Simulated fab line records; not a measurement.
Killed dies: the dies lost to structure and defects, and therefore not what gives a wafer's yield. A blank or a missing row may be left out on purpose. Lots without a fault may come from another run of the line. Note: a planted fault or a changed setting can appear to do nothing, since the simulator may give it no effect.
The tool behind it: which one? / flow ritCmos / 21 wafers from 7 lots sampled at 2 of the route's 202 steps

## WHAT THE GAUGES SHOWED, per wafer
RIT_SPACER_THK_MEAS_04.
lot=L161; measured=day 3 08:06; on=filmMetro-01; SPACER_NITRIDE_THK (nm)=252.5 249.4 252.8
lot=L163; measured=day 3 13:50; on=filmMetro-03; SPACER_NITRIDE_THK (nm)=250.3 248.3 249.0
lot=L165; measured=day 4 04:27; on=filmMetro-02; SPACER_NITRIDE_THK (nm)=252.5 251.0 252.0
lot=L172; measured=day 5 16:55; on=filmMetro-03; SPACER_NITRIDE_THK (nm)=246.8 246.4 247.3
lot=L176; measured=day 6 13:11; on=filmMetro-02; SPACER_NITRIDE_THK (nm)=236.6 234.4 235.4
lot=L178; measured=day 6 19:50; on=filmMetro-03; SPACER_NITRIDE_THK (nm)=247.3 249.4 247.4
lot=L181; measured=day 7 12:40; on=filmMetro-01; SPACER_NITRIDE_THK (nm)=247.9 248.0 248.2

## WHAT TOOL EACH LOT RAN ON (gives the tool, then ch and the chambers of the sampled wafers, and finally the start)
lot=L161; RIT_SPACER_CVD_03=lpcvd-02 ch 1, day 3 06:11
lot=L163; RIT_SPACER_CVD_03=lpcvd-02 ch 1, day 3 11:55
lot=L165; RIT_SPACER_CVD_03=lpcvd-02 ch 1, day 4 02:31
lot=L172; RIT_SPACER_CVD_03=lpcvd-01 ch 0, day 5 14:59
lot=L176; RIT_SPACER_CVD_03=lpcvd-02 ch 0, day 6 10:18
lot=L178; RIT_SPACER_CVD_03=lpcvd-01 ch 0, day 6 17:55
lot=L181; RIT_SPACER_CVD_03=lpcvd-01 ch 1, day 7 10:45
- RIT_SPACER_CVD_03: deposits Si3N4 from SiH2Cl2/NH3, target thk 250 nm, time 3300 s.

## THE ANSWER, worked out from the rows above alone
Rule: usual is defined by the lots themselves. The widest of any qualifying gaps counts: lots, ordered by their means at a reading, are off when they make up no more than a third of the lots, leave a main group of 4 or more, and stand apart from it by 3 or more times the standard deviation of that group's means. Not used: any main group whose means are identical at the precision the tables above print for the reading. Also off: a lot with no number at a reading for which 4 or more lots have one. Where the step has rows for the other lots, those lots are counted as sound.
Off: at RIT_SPACER_THK_MEAS_04 (SPACER_NITRIDE_THK), L176. The main group has a mean of 249.2 nm with a standard deviation of 1.9.
A tool fits if, at a process step before that reading, it ran every lot that is off, and no sound lot after the first of them. Those tools and the gauges at RIT_SPACER_THK_MEAS_04 are tried in the same way. Can't be told from this: 2 tools fit, lpcvd-02 at RIT_SPACER_CVD_03, filmMetro-02 at RIT_SPACER_THK_MEAS_04.

## WHAT THE SIMULATOR HAD INSERTED
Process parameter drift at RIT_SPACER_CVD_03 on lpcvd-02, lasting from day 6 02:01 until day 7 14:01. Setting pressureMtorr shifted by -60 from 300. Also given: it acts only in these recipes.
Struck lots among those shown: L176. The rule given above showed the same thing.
